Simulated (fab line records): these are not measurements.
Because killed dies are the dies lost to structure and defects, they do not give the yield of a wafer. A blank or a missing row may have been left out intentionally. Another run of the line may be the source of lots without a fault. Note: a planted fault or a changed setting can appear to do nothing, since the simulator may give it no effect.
Struck lot and sound lot, side by side || flow ritCmos || 15 out of 202 route steps
Sound: the wafers L482.1, L482.2, L482.6. The struck wafers were L489.1, L489.3, L489.4. At the end, the cause is stated.
At each step with rows: each side's tool, then ch and its chambers, then its first start. Under that, the readings that differ: sound wafers || struck wafers || difference of the means || sigmas: that difference in standard deviations of wafers without a fault.
alike: same words and numbers on both sides, and readings whose means sit less than 2 such deviations apart. not compared: any withheld reading, any reading some wafer has no value for, any bound like >300 that may hide the same value, and any number with overlapping values for which the record gives no deviation.
A row with sigmas, a row that says differs or no value, or rows on one side alone: a step with any of these is where the two part. Numbers that have no deviation but don't overlap get no sigmas and don't part them. Lack of a reading on every wafer of one side parts them only where that side has two or more wafers.

RIT_NLDD_TW_MEAS_10:
  sound on filmMetro-02 at day 4 02:15; struck on filmMetro-02 at day 5 14:47
  alike: NLDD_TW
then, 6 steps without rows for these wafers: RIT_PLDD_HMDS_00 (prime time 60 s); RIT_PLDD_COAT_01 (resist thk 1000 nm); RIT_PLDD_SOFTBAKE_02 (time 60 s); RIT_PLDD_EXPOSE_03 (exposes mask M8, target cd 40900 nm); RIT_PLDD_PEB_04; RIT_PLDD_DEVELOP_05 (develop time 50 s).
RIT_PLDD_OVL_MEAS_06:
  sound on overlay-01 at day 4 03:17; struck on overlay-01 at day 5 15:50
  alike: PLDD_OVL
then, 2 steps without rows for these wafers: RIT_PLDD_HARDBAKE_07 (time 60 s); RIT_PLDD_IMPLANT_08.
RIT_PLDD_STRIP_09: strips in O2, time 180 s.
  sound on plasmaAsher-02 ch 0,1, day 4 03:37; struck on plasmaAsher-01 ch 0,1, day 5 16:25
  alike: drypumpMotorCurrentA
  not compared: rfHoursCounterH
RIT_PLDD_TW_MEAS_10:
  sound on filmMetro-01 at day 4 03:48; struck on filmMetro-02 at day 5 16:35
  alike: PLDD_TW
RIT_SPACER_CLEAN_00: cleans in SC1, time 600 s.
  sound on wetBench-04 ch 1, day 4 03:52; struck on wetBench-04 ch 1, day 5 16:38
{"reading": "runLengthS (s)", "sound": "624 624 624", "struck": "919 919 919", "difference": "+295", "sigmas": "+84"}
{"reading": "model.SiO2_of_REOX_OXIDATION_03.thkNm (nm)", "sound": "23.8 23.52 23.48", "struck": "22.73 23.34 22.74", "difference": -0.66, "sigmas": ""}
then, 1 step without rows for these wafers: RIT_SPACER_CLEAN_01 (cleans in dHF, time 30 s).
RIT_M1_PROBE_99:
  sound on prober-01 at day 4 17:25; struck on prober-01 at day 6 07:05
  alike: killedAtFrontEnd, killedDies, killedOpen, killedShort

## WHERE THEY PART
Only at RIT_SPACER_CLEAN_00, within this record. Later steps at which nothing parts them and some readings are alike: RIT_M1_PROBE_99.

WHY: what the simulator had put in
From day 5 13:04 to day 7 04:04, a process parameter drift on wetBench-04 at RIT_SPACER_CLEAN_00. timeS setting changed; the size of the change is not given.
